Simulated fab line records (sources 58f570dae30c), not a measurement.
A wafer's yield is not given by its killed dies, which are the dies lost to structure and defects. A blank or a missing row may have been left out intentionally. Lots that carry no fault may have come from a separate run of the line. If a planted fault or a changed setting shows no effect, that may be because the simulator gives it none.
fab line records    flow berkeley-cmos170
[record] lots = 7  wafers = 21  last-day = 12
route steps=331 shown PWELL@41
lots with no fault: from the same line, run without faults
start-h: the number of hours between the record's first day and the start of the first shown wafer of the lot    wait-h: how many hours have passed since the lot's step before this one    " the same as in the row above    L1.1+2: a row that stands for several wafers    - no value present, or no start provided    * or withheld: withheld    < > ~ a bound
route shown NAME@n: NAME is a module with steps in the file, n the number in the route of the first one    usual: average and standard deviation across the fault-free wafers    same: alike in all rows    chamber/n: place in a boat    sites: readings site by site    _std_site: the standard deviation of these    _edge_site: mean of outer sites minus mean of inner sites    radius-mm: for every site, how far away it sits from the centre of the wafer    mask NAME#n: copy n    behind: tool/chamber where the wafer was last shaped    hold: why the lot went on hold/how many hours it stayed there/how the hold came to an end    device: whichever transistor did not switch (one of n, p or np)    end of line: the same wafers' tests at the end of the route    for a step that has no rows: nothing shown but its recipe    killed: not the wafer's yield, but the dies lost to structure and defects at the first sort    map: per-die view of a wafer (x killed, . not killed, _ where there is no die)
set.NAME: setting as actually run; set.NAME@STEP: the setting as run at that earlier step    model.NAME: the simulator's own value behind a step, which no gauge read
lots seen at some steps along the route; tables by step, rows by wafer
services: the hour from which a tool's chamber was out of use, counted from the record's first day as start-h (under 0 if before that day), plus the number of hours and why
[[steps]]
[step UCB170_PWELL_HMDS_07]
[recipe] prime-time-s = 60  prime-temp-c = 100
[step UCB170_PWELL_COAT_08]
[recipe] resist = KrF  spin-rpm = 1500  resist-thk-nm = 900
[step UCB170_PWELL_SOFTBAKE_09]
[recipe] resist = KrF  temp-c = 130  time-s = 60
[step UCB170_PWELL_EXPOSE_10]
[recipe] mask-id = PWELL  target-cd-nm = 3000  na = 0.5  sigma-outer = 0.6  source-shape = conventional  dose-mj = 19
[step UCB170_PWELL_PEB_11]
[recipe] peb-temp-c = 130  peb-time-s = withheld  resist = KrF
[step UCB170_PWELL_DEVELOP_12]
[recipe] developer = TMAH  develop-time-s = 45  resist = KrF  dev-temp-c = 21
[step UCB170_PWELL_OVL_MEAS_13]
[usual] PWELL_OVL = 1/6
lot.wafer  tool        chamber  start-h  wait-h  PWELL_OVL[nm]
L404.1     overlay-02  -        75.59    -       -3
L404.2     "           -        "        "       -4
L404.5     "           -        "        "       -8
L405.4     overlay-02  -        80.18    -       -1
L405.5     "           -        "        "       7
L405.6     "           -        "        "       12
L408.3     overlay-02  -        96.51    -       4
L408.5     "           -        "        "       -4
L408.6     "           -        "        "       -1
L409.1     overlay-01  -        96.82    -       9
L409.4     "           -        "        "       -5
L409.6     "           -        "        "       -2
L410.1     overlay-02  -        106.08   -       -4
L410.2     "           -        "        "       4
L410.5     "           -        "        "       2
L421.1     overlay-02  -        158.48   -       -9
L421.4     "           -        "        "       -11
L421.5     "           -        "        "       -13
L422.2     overlay-01  -        158.60   -       1
L422.3     "           -        "        "       4
L422.6     "           -        "        "       0
[step UCB170_PWELL_ETCH_14]
[recipe] chemistry = CH3F/Ar/O2  target = Si3N4  stop-on = SiO2  CH3F_flow_sccm = 20  Ar_flow_sccm = 50  O2_flow_sccm = 7  pressure-mtorr = 50  rf-w = 450  target-depth-a = 2420  over-etch-frac = 0.1  time-s = 151
[usual] CH3F_flow_sccm = 20.00/0.058  O2_flow_sccm = 7.000/0.02  drypump-motor-current-A = 5.7/0.47  oes-product-au = 0.936/0.014  rf-fwd-power-W = 448.1/1.5  throttle-valve-pct = 8.04/0.11
lot.wafer  tool         chamber  start-h  wait-h  CH3F_flow_sccm  O2_flow_sccm  drypump-motor-current-A  oes-product-au  rf-fwd-power-W  rf-hours-counter-h  throttle-valve-pct
L404.1     rie-diel-03  3        75.62    0.0     19.93           6.980         5.7                      0.924           448.7           141                 7.99
L404.2     "            0        "        "       19.94           6.979         5.6                      0.935           447.0           152                 8.06
L404.5     "            3        "        "       20.02           6.996         5.7                      0.905           450.3           -                   8.01
L405.4     rie-diel-04  2        80.20    0.0     20.09           7.007         5.5                      0.945           451.1           48                  7.90
L405.5     "            2        "        "       20.03           7.013         5.5                      0.944           449.7           -                   7.91
L405.6     "            3        "        "       20.09           7.021         5.2                      0.962           446.8           -                   7.99
L408.3     rie-diel-03  0        96.54    0.0     20.12           6.963         5.7                      0.938           445.3           153                 8.06
L408.5     "            1        "        "       19.98           6.996         6.3                      0.919           448.3           -                   8.02
L408.6     "            2        "        "       19.90           7.013         6.6                      0.946           451.2           -                   8.04
L409.1     rie-diel-04  2        96.85    0.0     19.99           7.028         5.6                      0.946           447.8           49                  7.93
L409.4     "            1        "        "       20.04           7.005         6.0                      0.963           447.5           13                  7.90
L409.6     "            0        "        "       19.95           7.011         5.8                      0.937           445.7           -                   8.28
L410.1     rie-diel-03  1        106.12   0.0     20.01           7.022         6.3                      0.926           448.8           3                   8.03
L410.2     "            2        "        "       20.05           7.029         6.6                      0.956           446.6           52                  8.03
L410.5     "            3        "        "       20.01           6.997         5.7                      0.927           448.9           -                   8.00
L421.1     rie-diel-04  1        158.51   0.0     19.98           7.001         6.0                      0.942           448.2           15                  7.90
L421.4     "            3        "        "       20.02           7.013         5.2                      0.942           446.2           49                  7.99
L421.5     "            2        "        "       19.98           7.011         5.6                      0.938           448.7           -                   7.91
L422.2     rie-diel-03  1        158.63   0.0     20.04           7.012         6.3                      0.932           446.3           6                   8.03
L422.3     "            3        "        "       19.99           7.028         5.7                      0.927           449.4           145                 8.01
L422.6     "            2        "        "       20.02           7.010         6.5                      0.949           448.7           -                   8.04
[step UCB170_PWELL_IMPLANT_15]
[recipe] species = B  dose-cm2 = 5e+12  energy-kev = 60  tilt-deg = 7
[step UCB170_PWELL_STRIP_16]
[recipe] chemistry = O2  power-w = 400  pressure-mtorr = 3500  platen-temp-c = withheld  o2-flow-sccm = 400  overash-fraction = 0.5
[usual] drypump-motor-current-A = 5.9/0.32  oes-product-au = 0.721/0.0044  strip-time-to-endpoint-s = 18.11/0.12
lot.wafer  tool             chamber  start-h  wait-h  drypump-motor-current-A  oes-product-au  rf-hours-counter-h  strip-time-to-endpoint-s
L404.1     plasma-asher-03  1        75.88    0.1     6.3                      0.716           35                  18.04
L404.2     "                0        "        "       6.1                      0.721           35                  18.22
L404.5     "                1        "        "       6.3                      0.721           -                   17.96
L405.4     plasma-asher-01  0        80.49    0.1     6.0                      0.722           -                   18.16
L405.5     "                1        "        "       5.5                      0.726           -                   18.16
L405.6     "                0        "        "       6.0                      0.725           -                   17.82
L408.3     plasma-asher-01  1        96.82    0.1     5.5                      0.725           -                   18.28
L408.5     "                1        "        "       5.5                      0.721           -                   18.29
L408.6     "                0        "        "       6.0                      0.722           -                   18.37
L409.1     plasma-asher-02  0        97.10    0.1     5.5                      0.720           27                  18.18
L409.4     "                0        "        "       5.5                      0.720           -                   18.10
L409.6     "                1        "        "       6.2                      0.716           -                   18.15
L410.1     plasma-asher-03  0        106.37   0.1     6.1                      0.724           39                  18.08
L410.2     "                1        "        "       6.3                      0.721           39                  18.21
L410.5     "                0        "        "       6.1                      0.725           -                   17.95
L421.1     plasma-asher-01  1        158.76   0.1     5.5                      0.721           46                  18.08
L421.4     "                0        "        "       6.0                      0.716           -                   17.86
L421.5     "                0        "        "       6.0                      0.727           -                   18.13
L422.2     plasma-asher-02  0        158.88   0.1     5.5                      0.723           33                  18.02
L422.3     "                0        "        "       5.5                      0.721           -                   17.89
L422.6     "                0        "        "       5.5                      0.721           -                   18.09
[step UCB170_PWELL_TW_MEAS_17]
[usual] PWELL_TW = 379/4.3
lot.wafer  tool           chamber  start-h  wait-h  PWELL_TW
L404.1     film-metro-02  -        75.98    0.1     376
L404.2     "              -        "        "       378
L404.5     "              -        "        "       379
L405.4     film-metro-02  -        80.58    0.1     376
L405.5     "              -        "        "       376
L405.6     "              -        "        "       375
L408.3     film-metro-02  -        96.91    0.1     376
L408.5     "              -        "        "       376
L408.6     "              -        "        "       376
L409.1     film-metro-01  -        97.20    0.1     383
L409.4     "              -        "        "       383
L409.6     "              -        "        "       384
L410.1     film-metro-02  -        106.47   0.1     375
L410.2     "              -        "        "       374
L410.5     "              -        "        "       376
L421.1     film-metro-03  -        158.86   0.1     373
L421.4     "              -        "        "       376
L421.5     "              -        "        "       374
L422.2     film-metro-01  -        158.99   0.1     384
L422.3     "              -        "        "       384
L422.6     "              -        "        "       383
[step UCB170_PWELL_CLEAN_18]
[recipe] chemistry = SPM  temp-c = 120  time-s = 600
[step UCB170_PWELL_WET_ETCH_19]
[recipe] chemistry = H3PO4  target = Si3N4  temp-c = 160  time-s = 14400
[usual] bath-guard-temp-C = 159.9/0.56  bath-heat-duty-pct = 27/3.4
lot.wafer  tool          chamber  start-h  wait-h  bath-guard-temp-C  bath-heat-duty-pct  model.Si3N4_of_PWELL_CVD_05.thk-nm  model.SiO2_of_PWELL_OXIDATION_02.thk-nm
L404.1     wet-bench-04  2        79.71    3.4     159.6              32                  0                                   0
L404.2     "             2        "        "       159.3              31                  0                                   0
L404.5     "             2        "        "       159.6              32                  0                                   0
L405.4     wet-bench-01  3        81.39    0.3     159.5              23                  0                                   0
L405.5     "             3        "        "       159.2              24                  0                                   0
L405.6     "             3        "        "       159.6              22                  0                                   0
L408.3     wet-bench-01  2        97.12    0.0     -                  -                   219.8                               21.95
L408.5     "             2        "        "       -                  -                   220                                 22.11
L408.6     "             2        "        "       -                  -                   219.7                               22.22
L409.1     wet-bench-03  1        97.89    0.0     -                  -                   219.6                               22.01
L409.4     "             1        "        "       -                  -                   219.6                               22
L409.6     "             1        "        "       -                  -                   219.8                               21.97
L410.1     wet-bench-01  2        106.70   0.0     -                  -                   222                                 22.42
L410.2     "             2        "        "       -                  -                   222.2                               22.77
L410.5     "             2        "        "       -                  -                   221.5                               21.99
L421.1     wet-bench-01  3        159.27   0.2     159.8              24                  0                                   0
L421.4     "             3        "        "       159.5              22                  0                                   0
L421.5     "             3        "        "       159.4              23                  0                                   0
L422.2     wet-bench-04  0        161.45   2.2     159.8              31                  0                                   0
L422.3     "             0        "        "       160.1              31                  0                                   0
L422.6     "             0        "        "       159.8              29                  0                                   0
[step UCB170_PWELL_WET_ETCH_20]
[recipe] chemistry = BOE  dilution = 5:1  target = SiO2  temp-c = 25  time-s = 22
[[services]]
tool             chamber  start-h  hours  kind
rie-diel-03      -        68.72    0.4    repair
wet-bench-03     -        80.35    1.9    pm
plasma-asher-02  -        100.36   1.8    repair
rie-diel-03      0        100.96   4.4    repair
rie-diel-04      1        104.51   4.3    repair
rie-diel-03      3        108.19   11.6   repair
plasma-asher-03  -        108.75   9.0    pm
plasma-asher-03  0        108.75   9.0    vent-cycle
plasma-asher-03  1        108.75   9.0    vent-cycle
plasma-asher-03  0        117.75   -      clean
plasma-asher-03  1        117.75   -      clean
rie-diel-03      3        121.45   6.9    repair
rie-diel-04      2        132.92   4.6    repair
rie-diel-04      -        152.62   2.6    repair
rie-diel-03      0        157.92   -      clean
rie-diel-03      0        157.92   17.4   scheduled-down
rie-diel-03      0        157.92   17.4   vent-cycle
[[key]]
[first-sign] step = UCB170_PWELL_WET_ETCH_19  reading = tool-record  direction = missing
effect none on later readings
[model-effect] step = UCB170_PWELL_WET_ETCH_19  value = Si3N4_of_PWELL_CVD_05.thk-nm  without = 0  struck = 220.5
met-at UCB170_PWELL_WET_ETCH_19
struck-wafers L408.3,L408.5,L408.6,L409.1,L409.4,L409.6,L410.1,L410.2,L410.5
later-rows-left-out L408.3,L408.5,L408.6,L409.1,L409.4,L409.6,L410.1,L410.2,L410.5
sort-left-out L408.3,L408.5,L408.6,L409.1,L409.4,L409.6,L410.1,L410.2,L410.5
tester-left-out L408,L409,L410
onset-between 81.39 97.12
[fault] kind = skipped-step-whole  tool = wet-bench-01,wet-bench-03  chamber = -  onset-h = 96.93  steps = UCB170_PWELL_WET_ETCH_19  scope = struck-lots-only
// tester-left-out: of these lots the tester's yield and bins aren't shown, on N5 and GAA mostly nor the transistor test; their killed dies are dies lost to structure and defects alone, not to doping, threshold or leakage, so they don't give the yield
// sort-left-out: the simulated sort isn't trusted on such a fault, so these wafers' sort isn't shown, and their yield isn't known
// later-rows-left-out: the simulator's readings of these wafers behind a module that went badly wrong aren't trusted and aren't shown, but for the sort
